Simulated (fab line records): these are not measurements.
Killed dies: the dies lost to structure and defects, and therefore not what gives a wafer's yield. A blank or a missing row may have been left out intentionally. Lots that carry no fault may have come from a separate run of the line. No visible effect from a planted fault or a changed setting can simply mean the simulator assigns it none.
Problem report in the 8D (eight disciplines) form, filled by code + flow berkeley_cmos170 + the parts of the form that need people (team, actions taken, sign-off) are left out

## 1. THE PROBLEM
Wafers free of any fault read 1255 (standard deviation 4.6) for NWELL_TW at UCB170_NWELL_TW_MEAS_16, against a mean of 1366 on 6 wafers of 2 lots. Relative to the usual mean, that is a shift of +24 standard deviations.
Earliest sighting: wafer L864.1 on film_metro-01 at day 4 06:41. At this step, 42 wafers from 14 lots have a number in the record. Rule for "out", or "out of limits": more than 4 standard deviations from the usual mean. The rest of the wafers with a number are treated as sound.

## 2. WHAT IT IS AND WHAT IT IS NOT
| question                    | is                     | is not                                                                                       |
|-----------------------------|------------------------|----------------------------------------------------------------------------------------------|
| which readings at this step | NWELL_TW               | -                                                                                            |
| which lots                  | L864, L866             | L855, L856, L857, L858, L860, L861, L862, L869, L870, L874, L876, L877                       |
| which wafers of those lots  | all that have a number | -                                                                                            |
| read on which gauges        | film_metro-01          | film_metro-03, film_metro-04                                                                 |
| when                        | from day 4 06:41       | up to then (21 sound wafers); but 15 sound wafers of L869, L870, L874, L876, L877 came after |

## 3. SUSPECTS, AND WHAT RULES EACH OUT
Counting: a tool at any process step up to the reading remains a suspect when it ran all the lots that are out and ran no sound lot after the first of those.
- the gauge at UCB170_NWELL_TW_MEAS_16: ruled out. All the wafers that are out were read on film_metro-01, but those of them that UCB170_NWELL_IMPLANT_14 has rows for are out there too, on other tools.
- implanter-04 at UCB170_NWELL_IMPLANT_14: kept. All lots that are out passed through it, beginning with L864 at day 4 06:26, and no sound lot followed; its final sound lot before that point was L858 at day 3 16:02. On those wafers its own readings are out: dose_ions_cm2, faraday_current_uA.
Left after counting: implanter-04 at UCB170_NWELL_IMPLANT_14.

## 4. THE CAUSE (what the simulator had put in)
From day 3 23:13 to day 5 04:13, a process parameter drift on implanter-04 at UCB170_NWELL_IMPLANT_14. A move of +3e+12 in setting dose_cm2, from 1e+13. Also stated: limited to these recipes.
This tool alone remained once counting was done.

## 5. THE CHAIN OF EFFECTS, in route order
Each row: a reading where the mean over the struck wafers with a number is more than 3 standard deviations away from the usual. Only readings for which the record gives a usual standard deviation are gone through. hours: the time from each lot's start at the first step in this table that gives one to its start at this step, as a median over the lots. sigmas: the change in usual standard deviations.
| hours | step                    | reading            | usual     | on struck wafers | change     | sigmas      |
|-------|-------------------------|--------------------|-----------|------------------|------------|-------------|
| 0     | UCB170_NWELL_IMPLANT_14 | dose_ions_cm2      | 9.998e+12 | 1.300e+13        | +2.998e+12 | +99 or more |
| 0     | UCB170_NWELL_IMPLANT_14 | faraday_current_uA | 31.9      | 41.5             | +9.6       | +16         |
| 0     | UCB170_NWELL_TW_MEAS_16 | NWELL_TW           | 1255      | 1366             | +110       | +24         |
Here are the process steps it includes:
- UCB170_NWELL_IMPLANT_14
Later steps that measure or inspect, where all struck wafers having a row at the step show a number for every such reading and not one has moved that far: UCB170_M2_CD_MEAS_15, UCB170_V2_THK_MEAS_01.

## 6. WHAT WOULD HAVE CAUGHT IT SOONER
The first out-of-limits reading at a measuring or inspecting step in this record came at day 4 06:41, 7 hours after the fault's start at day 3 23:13.
At UCB170_NWELL_IMPLANT_14, the tool's own readings (dose_ions_cm2, faraday_current_uA) were out on each struck wafer the step has a row for, so an alarm limit on them would have fired on the first such wafer.
L866, from the lots that are out (2), started UCB170_NWELL_IMPLANT_14 on implanter-04 later than day 4 06:41. A tool hold placed at that time would have kept it from harm.
